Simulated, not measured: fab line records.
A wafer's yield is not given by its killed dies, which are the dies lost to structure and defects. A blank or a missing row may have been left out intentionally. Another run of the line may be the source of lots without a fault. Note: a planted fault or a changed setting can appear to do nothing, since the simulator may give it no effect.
Lot-split experiment + flow rit-cmos + 5 lots, 27 wafers read, on a route of 202 steps

## SPLIT DETAILS
At RIT_CONTACT_DEVELOP_07 (develop time 120 s), the setting develop-time-s was moved away from the recipe's 120 s on 9 of the 27 wafers read, by -58.4% to +58.7%. The other wafers ran this setting at the recipe's value.

## FROM THE SPLIT TO THE READING: what the file shows between them, 4 steps
- RIT_CONTACT_CD_MEAS_08: target cd 1000 nm
- RIT_CONTACT_HARDBAKE_10: time 60 s
- RIT_CONTACT_ETCH_11: etches SiO2 in CHF3/CF4/Ar, stops on TiSi2, target depth 480 nm, time 320 s
- RIT_CONTACT_STRIP_12: strips in O2, time 171.1 s

## THE READING
cd-nm (nm) at RIT_CONTACT_CD_MEAS_90, where the cd target is 1000 nm. On this fab line, fault-free wafers typically give 1000 nm with a standard deviation of 3.6 nm.

| wafer  | tool, chamber at the split | develop-time-s as run, s | against the recipe | cd-nm, nm | against lot-mates on the recipe |
|--------|----------------------------|--------------------------|--------------------|-----------|---------------------------------|
| L076.1 | litho-track-04, 0          | 59.12                    | -50.7%             | 938       | -60                             |
| L076.2 | litho-track-04, 0          | 120                      | recipe             | 1001      | -                               |
| L076.3 | litho-track-04, 0          | 59.12                    | -50.7%             | 940       | -58                             |
| L076.4 | litho-track-04, 0          | 120                      | recipe             | 996       | -                               |
| L076.5 | litho-track-04, 0          | 59.12                    | -50.7%             | 937       | -61                             |
| L076.6 | litho-track-04, 0          | 120                      | recipe             | 996       | -                               |
| L079.1 | litho-track-04, 0          | 120                      | recipe             | 1000      | -                               |
| L079.2 | litho-track-04, 0          | 120                      | recipe             | 997       | -                               |
| L079.3 | litho-track-04, 0          | 120                      | recipe             | 998       | -                               |
| L079.4 | litho-track-04, 0          | 120                      | recipe             | 998       | -                               |
| L079.5 | litho-track-04, 0          | 120                      | recipe             | 1000      | -                               |
| L079.6 | litho-track-04, 0          | 120                      | recipe             | 996       | -                               |
| L082.1 | litho-track-02, 0          | 120                      | recipe             | 999       | -                               |
| L082.2 | litho-track-02, 0          | 190.4                    | +58.7%             | 1031      | +33                             |
| L082.3 | litho-track-02, 0          | 120                      | recipe             | 996       | -                               |
| L082.4 | litho-track-02, 0          | 190.4                    | +58.7%             | 1033      | +35                             |
| L082.5 | litho-track-02, 0          | 190.4                    | +58.7%             | 1035      | +37                             |
| L082.6 | litho-track-02, 0          | 120                      | recipe             | 999       | -                               |
| L083.1 | litho-track-04, 0          | 120                      | recipe             | 999       | -                               |
| L083.3 | litho-track-04, 0          | 120                      | recipe             | 1000      | -                               |
| L083.4 | litho-track-04, 0          | 120                      | recipe             | 1001      | -                               |
| L085.1 | litho-track-02, 0          | 49.97                    | -58.4%             | 919       | -80                             |
| L085.2 | litho-track-02, 0          | 49.97                    | -58.4%             | 921       | -78                             |
| L085.3 | litho-track-02, 0          | 120                      | recipe             | 998       | -                               |
| L085.4 | litho-track-02, 0          | 49.97                    | -58.4%             | 919       | -80                             |
| L085.5 | litho-track-02, 0          | 120                      | recipe             | 999       | -                               |
| L085.6 | litho-track-02, 0          | 120                      | recipe             | 999       | -                               |

FIT RESULTS
A straight line over all 27 wafers: cd-nm changes by +0.995 nm for each +1% of develop-time-s; r = +0.96; the points scatter about the line by 9.7 nm.
The same after taking each lot's own level away (the mean of its wafers on the recipe; 27 wafers): +0.995 nm for each +1%; r = +0.96; scatter 9.6 nm.
According to that fit, moving develop-time-s by its largest amount changes the reading by 58 nm.
The span of the lots' own levels, 997.7 to 1000.0 nm, comes to 0.6 times the standard deviation stated above.
So the lot-to-lot level changes the slope little: the two slopes agree.
Check: with one of the wafers moved furthest among these (+58.7%) left out of the fit, the line predicts +57 nm for it against its lot-mates. Against them it came out at +33 nm.

## OTHER SPLITS ON THESE WAFERS
Note: prior to the reading, these wafers also went through further splits. Each is held against what the fit with the lots' levels taken away leaves over:
| other split on the same wafers     | wafers away from the commonest value | r with cd-nm (lot level and that fit taken away) |
|------------------------------------|--------------------------------------|--------------------------------------------------|
| RIT_FOX1_OXIDATION_00 ox-time-s    | 21                                   | +0.35                                            |
| RIT_GATE_DEVELOP_15 develop-time-s | 12                                   | +0.46                                            |
| RIT_REOX_OXIDATION_03 ox-time-s    | 18                                   | +0.15                                            |
| RIT_SPACER_CLEAN_00 time-s         | 21                                   | -0.12                                            |

## THE WHOLE CHAIN: every reading that the file lists as answering this split, in the file's order
| step                   | what it does                                                                | reading                                                        | change (the file's fit)              | r (the file's) |
|------------------------|-----------------------------------------------------------------------------|----------------------------------------------------------------|--------------------------------------|----------------|
| RIT_CONTACT_CD_MEAS_08 | target cd 1000 nm                                                           | cd-nm                                                          | +1.02 nm for each +1% of the setting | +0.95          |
| RIT_CONTACT_ETCH_11    | etches SiO2 in CHF3/CF4/Ar, stops on TiSi2, target depth 480 nm, time 320 s | CONTACT.cd-nm (the simulator's own value, which no gauge read) | +1.01 nm for each +1% of the setting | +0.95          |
| RIT_CONTACT_CD_MEAS_90 | target cd 1000 nm                                                           | cd-nm                                                          | +1.03 nm for each +1% of the setting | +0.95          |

## THE FILE'S OWN FIT
cd-nm changes by +1.03 nm for each +1% of develop-time-s, r = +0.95.
